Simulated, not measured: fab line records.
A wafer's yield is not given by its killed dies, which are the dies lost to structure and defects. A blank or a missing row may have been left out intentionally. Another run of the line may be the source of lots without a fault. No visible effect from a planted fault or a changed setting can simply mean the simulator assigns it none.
fab line records -- flow rit_cmos -- part 2 of 2: steps 33 to 44 of 44
record lots=5, wafers=15, last_day=7
route steps=202 shown PLDD@118 SPACER@125 NSD@131 PSD@142 SDANNEAL@153 NLDD@160 SILICIDE@161
lots with no fault: from the same line, run without faults
start_h: the number of hours between the record's first day and the start of the first shown wafer of the lot -- wait_h: hours elapsed since this lot's preceding step -- " as in the row above -- L1.1+2: several wafers, shown together as one row -- - no value, or no start given -- * or withheld: withheld -- < > ~ a bound
route shown NAME@n: NAME is a module with steps in the file, n the number in the route of the first one -- usual: mean/standard deviation taken from wafers without a fault -- same: alike in all rows -- chamber/n: place in a boat -- sites: each site's reading -- _std_site: the values' standard deviation -- _edge_site: inner sites' mean taken away from outer sites' mean -- radius_mm: for every site, how far away it sits from the centre of the wafer -- mask NAME#n: copy n -- behind: the most recent tool/chamber to have shaped the wafer -- hold: cause of the lot's hold/its duration in hours/its outcome -- device: the transistor (n, p or np) that didn't switch -- end of line: tests run on the same wafers once the route is complete -- for a step that has no rows: nothing shown but its recipe -- killed: dies lost to structure and defects at the first sort, not the wafer's yield -- map: a wafer's dies, marking killed ones x, the rest . and places with no die _
set.NAME: setting as actually run; set.NAME@STEP: the setting as run at that earlier step -- model.NAME: the simulator's own value behind a step, which no gauge read
lots at selected steps of the route; one table per step, one row per wafer
services: the hour from which a tool's chamber was out of use, counted from the record's first day as start_h (under 0 if before that day), plus the number of hours and why
## steps
# step RIT_PSD_IMPLANT_08
# recipe species=BF2, energy_kev=27, dose_cm2=5e+15, tilt_deg=7
# usual beam_on_s=13.0/0.9, dose_ions_cm2=4.999e+15/5e+12
lot.wafer,tool,chamber,start_h,wait_h,beam_on_s,dose_ions_cm2
L081.2,implanter-02,0,91.13,0.1,12.6,4.999e+15
L081.3,implanter-02,0,91.13,0.1,12.5,5.002e+15
L081.5,implanter-02,0,91.13,0.1,12.3,4.989e+15
L083.2,implanter-02,0,98.77,0.1,12.4,4.996e+15
L083.3,implanter-02,0,98.77,0.1,12.4,4.996e+15
L083.6,implanter-02,0,98.77,0.1,12.4,5.003e+15
L089.2,implanter-02,0,129.49,0.1,12.4,5e+15
L089.3,implanter-02,0,129.49,0.1,12.5,4.995e+15
L089.6,implanter-02,0,129.49,0.1,12.4,5.002e+15
L091.1,implanter-04,0,142.74,0.1,14.3,4.993e+15
L091.2,implanter-04,0,142.74,0.1,14.4,4.997e+15
L091.6,implanter-04,0,142.74,0.1,14.8,4.995e+15
L094.2,implanter-03,0,154.33,0.1,12.8,5.007e+15
L094.4,implanter-03,0,154.33,0.1,13.0,5.008e+15
L094.6,implanter-03,0,154.33,0.1,13.0,5.003e+15
# step RIT_PSD_STRIP_09
# recipe chemistry=O2, time_s=180, resist=NOVOLAK, platen_temp_c=withheld, power_w=500, pressure_mtorr=4000, o2_flow_sccm=4000
# usual drypump_motor_current_A=5.4/0.52
lot.wafer,tool,chamber,start_h,wait_h,drypump_motor_current_A,rf_hours_counter_h
L081.2,plasma_asher-01,0,91.26,0.1,4.9,46
L081.3,plasma_asher-01,1,91.26,0.1,5.0,-
L081.5,plasma_asher-01,0,91.26,0.1,5.0,-
L083.2,plasma_asher-01,0,98.90,0.1,4.9,47
L083.3,plasma_asher-01,1,98.90,0.1,5.0,-
L083.6,plasma_asher-01,0,98.90,0.1,4.9,-
L089.2,plasma_asher-04,1,129.61,0.1,5.9,47
L089.3,plasma_asher-04,0,129.61,0.1,5.4,-
L089.6,plasma_asher-04,1,129.61,0.1,5.9,-
L091.1,plasma_asher-03,1,142.89,0.1,5.8,34
L091.2,plasma_asher-03,0,142.89,0.1,6.3,34
L091.6,plasma_asher-03,0,142.89,0.1,6.3,-
L094.2,plasma_asher-03,0,154.46,0.1,6.3,35
L094.4,plasma_asher-03,0,154.46,0.1,6.3,-
L094.6,plasma_asher-03,0,154.46,0.1,6.3,-
# step RIT_PSD_TW_MEAS_10
# usual PSD_TW=3433/17
lot.wafer,tool,chamber,start_h,wait_h,PSD_TW
L081.2,film_metro-02,-,91.44,0.1,3442
L081.3,film_metro-02,-,91.44,0.1,3461
L081.5,film_metro-02,-,91.44,0.1,3450
L083.2,film_metro-03,-,99.08,0.1,3409
L083.3,film_metro-03,-,99.08,0.1,3428
L083.6,film_metro-03,-,99.08,0.1,3432
L089.2,film_metro-01,-,129.80,0.1,3409
L089.3,film_metro-01,-,129.80,0.1,3443
L089.6,film_metro-01,-,129.80,0.1,3431
L091.1,film_metro-02,-,143.06,0.1,3415
L091.2,film_metro-02,-,143.06,0.1,3420
L091.6,film_metro-02,-,143.06,0.1,3427
L094.2,film_metro-02,-,154.64,0.1,3426
L094.4,film_metro-02,-,154.64,0.1,3415
L094.6,film_metro-02,-,154.64,0.1,3429
# step RIT_SDANNEAL_CLEAN_00
# recipe chemistry=SC1, mix=3:3:50, time_s=600, temp_c=75
lot.wafer,tool,chamber,start_h,wait_h
L081.2+3+5,wet_bench-01,2,91.49,0.0
L083.2+3+6,wet_bench-04,2,99.13,0.0
L089.2+3+6,wet_bench-04,3,129.85,0.0
L091.1+2+6,wet_bench-02,2,143.12,0.1
L094.2+4+6,wet_bench-02,3,154.69,0.0
# step RIT_SDANNEAL_CLEAN_01
# recipe chemistry=dHF, dilution=50:1, time_s=30
lot.wafer,tool,chamber,start_h,wait_h
L081.2+3+5,wet_bench-01,3,91.68,0.0
L083.2+3+6,wet_bench-02,0,99.32,0.0
L089.2+3+6,wet_bench-01,2,130.02,0.0
L091.1+2+6,wet_bench-01,2,143.30,0.0
L094.2+4+6,wet_bench-04,3,154.88,0.0
# step RIT_SDANNEAL_CLEAN_02
# recipe chemistry=SC2, mix=3:3:50, time_s=600, temp_c=75, dry=n2_spin
lot.wafer,tool,chamber,start_h,wait_h
L081.2+3+5,wet_bench-01,0,91.70,0.0
L083.2+3+6,wet_bench-04,2,99.34,0.0
L089.2+3+6,wet_bench-04,1,130.04,0.0
L091.1+2+6,wet_bench-04,3,143.32,0.0
L094.2+4+6,wet_bench-01,1,154.90,0.0
# step RIT_SDANNEAL_RTA_03
# recipe temp_c=1050, time_s=5, idle_temp_c=600, ramp_up_c_per_s=342, ramp_down_c_per_s=171, cool_to_c=600, ambient=N2
# usual wafer_temp_C_max=1053.6/1.2
lot.wafer,tool,chamber,start_h,wait_h,wafer_temp_C_max
L081.2,rtp_anneal-02,0,91.90,0.0,1053.5
L081.3,rtp_anneal-02,0,91.90,0.0,1054.4
L081.5,rtp_anneal-02,0,91.90,0.0,1051.5
L083.2,rtp_anneal-02,0,99.54,0.0,1055.2
L083.3,rtp_anneal-02,0,99.54,0.0,1054.6
L083.6,rtp_anneal-02,0,99.54,0.0,1052.6
L089.2,rtp_anneal-02,0,130.22,0.0,1052.8
L089.3,rtp_anneal-02,0,130.22,0.0,1053.5
L089.6,rtp_anneal-02,0,130.22,0.0,1052.6
L091.1,rtp_anneal-02,0,143.49,0.0,1055.0
L091.2,rtp_anneal-02,0,143.49,0.0,1052.0
L091.6,rtp_anneal-02,0,143.49,0.0,1055.6
L094.2,rtp_anneal-01,0,155.09,0.0,1054.1
L094.4,rtp_anneal-01,0,155.09,0.0,1052.1
L094.6,rtp_anneal-01,0,155.09,0.0,1054.1
# step RIT_SDANNEAL_RS_MEAS_04
# recipe thk_meas_gauge=four-point-probe
# usual PSD_RS=116.1/0.33
lot.wafer,tool,chamber,start_h,wait_h,PSD_RS[ohm/sq]
L081.2,film_metro-02,-,91.97,0.1,116.0
L081.3,film_metro-02,-,91.97,0.1,115.9
L081.5,film_metro-02,-,91.97,0.1,115.9
L083.2,film_metro-03,-,99.61,0.1,116.4
L083.3,film_metro-03,-,99.61,0.1,116.1
L083.6,film_metro-03,-,99.61,0.1,116.2
L089.2,film_metro-02,-,130.29,0.1,115.9
L089.3,film_metro-02,-,130.29,0.1,116.0
L089.6,film_metro-02,-,130.29,0.1,115.8
L091.1,film_metro-02,-,143.55,0.0,116.5
L091.2,film_metro-02,-,143.55,0.0,116.3
L091.6,film_metro-02,-,143.55,0.0,116.3
L094.2,film_metro-01,-,155.15,0.1,115.9
L094.4,film_metro-01,-,155.15,0.1,115.8
L094.6,film_metro-01,-,155.15,0.1,115.7
# step RIT_SDANNEAL_RS_MEAS_05
# recipe thk_meas_gauge=four-point-probe
# usual NSD_RS=84.6/0.31
lot.wafer,tool,chamber,start_h,wait_h,NSD_RS[ohm/sq]
L081.2,film_metro-02,-,92.09,0.1,84.5
L081.3,film_metro-02,-,92.09,0.1,84.3
L081.5,film_metro-02,-,92.09,0.1,84.2
L083.2,film_metro-03,-,99.73,0.1,84.3
L083.3,film_metro-03,-,99.73,0.1,84.3
L083.6,film_metro-03,-,99.73,0.1,84.3
L089.2,film_metro-02,-,130.41,0.1,84.7
L089.3,film_metro-02,-,130.41,0.1,84.8
L089.6,film_metro-02,-,130.41,0.1,84.9
L091.1,film_metro-02,-,143.67,0.1,85.0
L091.2,film_metro-02,-,143.67,0.1,85.2
L091.6,film_metro-02,-,143.67,0.1,84.9
L094.2,film_metro-01,-,155.27,0.1,85.1
L094.4,film_metro-01,-,155.27,0.1,84.9
L094.6,film_metro-01,-,155.27,0.1,85.1
# step RIT_SDANNEAL_RS_MEAS_06
# recipe thk_meas_gauge=four-point-probe
# usual PLDD_RS=178.9/0.41
lot.wafer,tool,chamber,start_h,wait_h,PLDD_RS[ohm/sq]
L081.2,film_metro-02,-,92.21,0.1,179.0
L081.3,film_metro-02,-,92.21,0.1,178.9
L081.5,film_metro-02,-,92.21,0.1,179.1
L083.2,film_metro-03,-,99.85,0.1,179.5
L083.3,film_metro-03,-,99.85,0.1,179.7
L083.6,film_metro-03,-,99.85,0.1,179.6
L089.2,film_metro-02,-,130.53,0.1,178.1
L089.3,film_metro-02,-,130.53,0.1,178.4
L089.6,film_metro-02,-,130.53,0.1,178.4
L091.1,film_metro-02,-,143.79,0.1,178.9
L091.2,film_metro-02,-,143.79,0.1,179.2
L091.6,film_metro-02,-,143.79,0.1,179.0
L094.2,film_metro-01,-,155.39,0.1,178.8
L094.4,film_metro-01,-,155.39,0.1,179.0
L094.6,film_metro-01,-,155.39,0.1,179.2
# step RIT_SDANNEAL_RS_MEAS_07
# recipe thk_meas_gauge=four-point-probe
# usual NLDD_RS=151.9/0.49
lot.wafer,tool,chamber,start_h,wait_h,NLDD_RS[ohm/sq]
L081.2,film_metro-02,-,92.33,0.1,151.5
L081.3,film_metro-02,-,92.33,0.1,152.3
L081.5,film_metro-02,-,92.33,0.1,151.9
L083.2,film_metro-03,-,99.97,0.1,152.1
L083.3,film_metro-03,-,99.97,0.1,152.0
L083.6,film_metro-03,-,99.97,0.1,152.5
L089.2,film_metro-02,-,130.65,0.1,152.3
L089.3,film_metro-02,-,130.65,0.1,151.7
L089.6,film_metro-02,-,130.65,0.1,151.9
L091.1,film_metro-02,-,143.91,0.1,152.4
L091.2,film_metro-02,-,143.91,0.1,152.0
L091.6,film_metro-02,-,143.91,0.1,151.7
L094.2,film_metro-01,-,155.51,0.1,151.2
L094.4,film_metro-01,-,155.51,0.1,151.1
L094.6,film_metro-01,-,155.51,0.1,150.7
# step RIT_SILICIDE_WET_ETCH_00
# recipe chemistry=BOE, target=SiO2, target_depth_nm=14, time_s=15, dry=n2_spin, dilution=10:1, temp_c=21.5
lot.wafer,tool,chamber,start_h,wait_h
L081.2+3+5,wet_bench-03,1,92.43,0.1
L083.2+3+6,wet_bench-03,1,100.07,0.1
L089.2+3+6,wet_bench-03,1,130.75,0.1
L091.1+2+6,wet_bench-01,2,144.03,0.1
L094.2+4+6,wet_bench-02,1,155.61,0.1
## services
tool,chamber,start_h,hours,kind
implanter-02,-,62.72,1.9,repair
plasma_asher-04,-,68.83,0.6,repair
iline_stepper-01,-,75.68,17.6,repair
wet_bench-02,-,85.43,2.3,repair
implanter-01,-,87.23,1.3,repair
iline_stepper-02,-,87.65,1.0,repair
wet_bench-03,-,90.23,1.8,repair
iline_stepper-01,-,99.59,12.5,repair
plasma_asher-03,-,101.48,7.2,repair
rie_diel-02,0,107.41,2.8,repair
plasma_asher-01,-,108.75,9.0,pm
plasma_asher-01,0,108.75,9.0,vent_cycle
plasma_asher-01,1,108.75,9.0,vent_cycle
rie_diel-02,2,109.11,2.0,repair
implanter-04,-,109.88,23.9,pm
implanter-03,-,115.62,1.6,repair
plasma_asher-01,0,117.75,-,clean
iline_stepper-02,-,126.92,3.2,repair
rie_diel-01,0,131.28,3.5,repair
implanter-04,-,134.03,2.0,pm
iline_stepper-02,-,135.21,9.5,repair
iline_stepper-01,-,144.74,4.4,pm
iline_stepper-01,-,149.18,1.7,pm
implanter-01,-,150.70,3.2,repair
